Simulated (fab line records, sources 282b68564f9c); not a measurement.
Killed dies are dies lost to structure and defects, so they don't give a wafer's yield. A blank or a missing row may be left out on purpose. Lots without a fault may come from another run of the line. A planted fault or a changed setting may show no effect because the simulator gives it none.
Which tool did it? | flow rit_cmos | 6 lots, 18 wafers sampled, at 2 steps of a route of 202

WHAT THE GAUGES READ, wafer by wafer
RIT_WELLDRIVE_RS_MEAS_01: measures by four-point-probe.
lot  | measured    | on            | NWELL_RS (ohm/sq)
L132 | day 2 11:19 | film_metro-04 | 271.9 271.8 271.2
L134 | day 2 21:58 | film_metro-04 | 270.5 270.4 270.2
L138 | day 3 16:40 | film_metro-04 | 271.5 271.4 272.1
L144 | day 4 22:50 | film_metro-02 | 315.6 315.8 315.5
L148 | day 5 16:43 | film_metro-04 | 272.2 270.9 271.8
L153 | day 6 18:47 | film_metro-03 | 270.9 271.3 271.3

WHICH TOOL RAN EACH LOT (tool, then ch and the chambers of the sampled wafers, then the start)
lot  | RIT_WELLDRIVE_ANNEAL_00
L132 | furnace-02 ch 0, day 2 06:13
L134 | furnace-02 ch 0, day 2 16:51
L138 | furnace-02 ch 0, day 3 11:33
L144 | furnace-03 ch 0, day 4 17:46
L148 | furnace-01 ch 0, day 5 11:38
L153 | furnace-01 ch 0, day 6 13:41
- RIT_WELLDRIVE_ANNEAL_00: time 14700 s.

THE ANSWER, worked out from the rows above alone
Rule: what is usual is taken from the lots themselves. Put in order of their means at a reading, lots are off if they are a third of the lots or fewer, leave a main group of 4 or more, and stand apart from it by a gap of 3 or more times the standard deviation of the main group's means; of several such gaps the widest counts. A main group whose means are all the same, to the digits that the tables above print for the reading, isn't used. A lot without any number at a reading at which 4 lots or more have one is off too. The other lots that the step has rows for count as sound.
Off: L144, at RIT_WELLDRIVE_RS_MEAS_01 (NWELL_RS). The main group: mean 271.3 ohm/sq, standard deviation 0.5.
A tool fits if, at a process step before that reading, it ran every lot that is off, and no sound lot after the first of them. The gauges at RIT_WELLDRIVE_RS_MEAS_01 are tried like those tools. Can't be told from this: 2 tools fit, furnace-03 at RIT_WELLDRIVE_ANNEAL_00, film_metro-02 at RIT_WELLDRIVE_RS_MEAS_01.

WHAT THE SIMULATOR HAD PUT IN
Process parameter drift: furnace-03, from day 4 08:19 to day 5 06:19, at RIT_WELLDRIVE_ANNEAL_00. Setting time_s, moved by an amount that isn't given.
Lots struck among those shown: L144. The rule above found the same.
